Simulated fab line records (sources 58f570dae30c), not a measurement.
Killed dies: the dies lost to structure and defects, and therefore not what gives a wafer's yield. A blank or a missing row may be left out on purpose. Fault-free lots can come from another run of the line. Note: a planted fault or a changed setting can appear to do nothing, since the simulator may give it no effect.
What tool caused it? + flow berkeley_cmos170 + 14 lots, 42 wafers sampled, at 3 steps of a route of 331

## WHAT EACH GAUGE READ, for each wafer
UCB170_M3_RS_MEAS_02: measures by four-point-probe.
| lot  | measured     | on            | M3_AL_RS (ohm/sq)    |
|------|--------------|---------------|----------------------|
| L666 | day 8 08:40  | film_metro-01 | 0.0309 0.0310 0.0317 |
| L665 | day 8 21:04  | film_metro-03 | 0.0312 0.0315 0.0309 |
| L667 | day 8 22:30  | film_metro-02 | 0.0311 0.0312 0.0314 |
| L668 | day 8 23:20  | film_metro-01 | 0.0309 0.0313 0.0311 |
| L669 | day 9 22:31  | film_metro-03 | 0.0304 0.0301 0.0306 |
| L673 | day 10 17:23 | film_metro-03 | 0.0309 0.0311 0.0312 |
| L675 | day 10 17:57 | film_metro-02 | 0.0304 0.0302 0.0309 |
| L676 | day 11 22:26 | film_metro-02 | 0.0314 0.0312 0.0314 |
| L681 | day 12 15:01 | film_metro-02 | 0.0342 0.0340 0.0343 |
| L682 | day 13 05:41 | film_metro-03 | 0.0335 0.0338 0.0338 |
| L685 | day 13 06:49 | film_metro-03 | 0.0306 0.0309 0.0311 |
| L683 | day 13 06:58 | film_metro-02 | 0.0310 0.0308 0.0309 |
| L686 | day 13 10:38 | film_metro-01 | 0.0314 0.0312 0.0313 |
| L687 | day 13 10:53 | film_metro-03 | 0.0308 0.0304 0.0302 |

UCB170_M3_THK_MEAS_03: measures by xrf.
| lot  | measured     | on            | M3_AL_THK (nm) |
|------|--------------|---------------|----------------|
| L666 | day 8 08:46  | film_metro-01 | 930 925 899    |
| L665 | day 8 21:10  | film_metro-03 | 917 905 925    |
| L667 | day 8 22:37  | film_metro-02 | 923 912 912    |
| L668 | day 8 23:28  | film_metro-01 | 919 910 924    |
| L669 | day 9 22:37  | film_metro-03 | 933 949 929    |
| L673 | day 10 17:29 | film_metro-03 | 922 919 915    |
| L675 | day 10 18:03 | film_metro-02 | 934 938 920    |
| L676 | day 11 22:33 | film_metro-02 | 911 914 911    |
| L681 | day 12 15:07 | film_metro-02 | 844 852 848    |
| L682 | day 13 05:49 | film_metro-03 | 854 844 842    |
| L685 | day 13 06:55 | film_metro-03 | 928 916 909    |
| L683 | day 13 07:05 | film_metro-02 | 916 925 921    |
| L686 | day 13 10:45 | film_metro-01 | 910 918 910    |
| L687 | day 13 11:01 | film_metro-03 | 917 938 942    |

## TOOL THAT RAN EACH LOT (tool first, then ch and the chambers of the sampled wafers, then the start)
| lot  | UCB170_M3_SPUTTER_01         |
|------|------------------------------|
| L666 | pvd_sputter-03, day 8 08:33  |
| L665 | pvd_sputter-02, day 8 20:56  |
| L667 | pvd_sputter-01, day 8 22:25  |
| L668 | pvd_sputter-03, day 8 23:16  |
| L669 | pvd_sputter-03, day 9 22:25  |
| L673 | pvd_sputter-01, day 10 17:16 |
| L675 | pvd_sputter-03, day 10 17:50 |
| L676 | pvd_sputter-02, day 11 22:21 |
| L681 | pvd_sputter-02, day 12 14:55 |
| L682 | pvd_sputter-02, day 13 05:37 |
| L685 | pvd_sputter-01, day 13 06:42 |
| L683 | pvd_sputter-03, day 13 06:53 |
| L686 | pvd_sputter-01, day 13 10:32 |
| L687 | pvd_sputter-03, day 13 10:49 |
- UCB170_M3_SPUTTER_01: material Al, target thk 900 nm, time 120 s.

## AS READ BY THE TOOLS THEMSELVES (means over the sampled wafers that have a number; for cases with no such wafer, the mark the record gives instead)
UCB170_M3_SPUTTER_01.
| lot  | tool           | throttle_valve_pct (%) |
|------|----------------|------------------------|
| L666 | pvd_sputter-03 | 30.6                   |
| L665 | pvd_sputter-02 | 31.0                   |
| L667 | pvd_sputter-01 | 29.1                   |
| L668 | pvd_sputter-03 | 30.1                   |
| L669 | pvd_sputter-03 | 29.9                   |
| L673 | pvd_sputter-01 | 29.4                   |
| L675 | pvd_sputter-03 | 30.6                   |
| L676 | pvd_sputter-02 | 30.4                   |
| L681 | pvd_sputter-02 | 30.7                   |
| L682 | pvd_sputter-02 | 31.0                   |
| L685 | pvd_sputter-01 | 29.3                   |
| L683 | pvd_sputter-03 | 30.0                   |
| L686 | pvd_sputter-01 | 29.5                   |
| L687 | pvd_sputter-03 | 29.3                   |

## THE ANSWER, worked out from the rows above alone
Rule: the usual values come from the lots themselves. Put in order of their means at a reading, lots are off if they are a third of the lots or fewer, leave a main group of 4 or more, and stand apart from it by a gap of 3 or more times the standard deviation of the main group's means; of several such gaps the widest counts. A main group whose means are all the same, to the digits that the tables above print for the reading, isn't used. Also off: a lot with no number at a reading for which 4 or more lots have one. The other lots that the step has rows for count as sound. After the gauges, taken in route order, come the tools' own readings; for these a lot's mean is taken, as printed above. The first step at which some lot is off is used, and at that step the reading that is off furthest; a lot without a number counts as furthest.
Off: L681, L682, seen at UCB170_M3_RS_MEAS_02 (M3_AL_RS). The main group: mean 0.0310 ohm/sq, standard deviation 0.00033.
A tool fits if, at a process step before that reading, it ran every lot that is off, and no sound lot after the first of them. Gauges at UCB170_M3_RS_MEAS_02: tried the same way as those tools. One candidate fits, namely pvd_sputter-02 at UCB170_M3_SPUTTER_01. Its last sound lot is L676 (day 11 22:21), its first lot that is off L681 (day 12 14:55): a fault that began between those two fits.

## WHAT HAD BEEN PUT IN BY THE SIMULATOR
Site profile drift: pvd_sputter-02, from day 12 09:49 on, at UCB170_M3_SPUTTER_01. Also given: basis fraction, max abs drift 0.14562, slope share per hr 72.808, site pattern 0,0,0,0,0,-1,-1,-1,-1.
Struck lots among those shown: L681, L682. The rule above found the same.
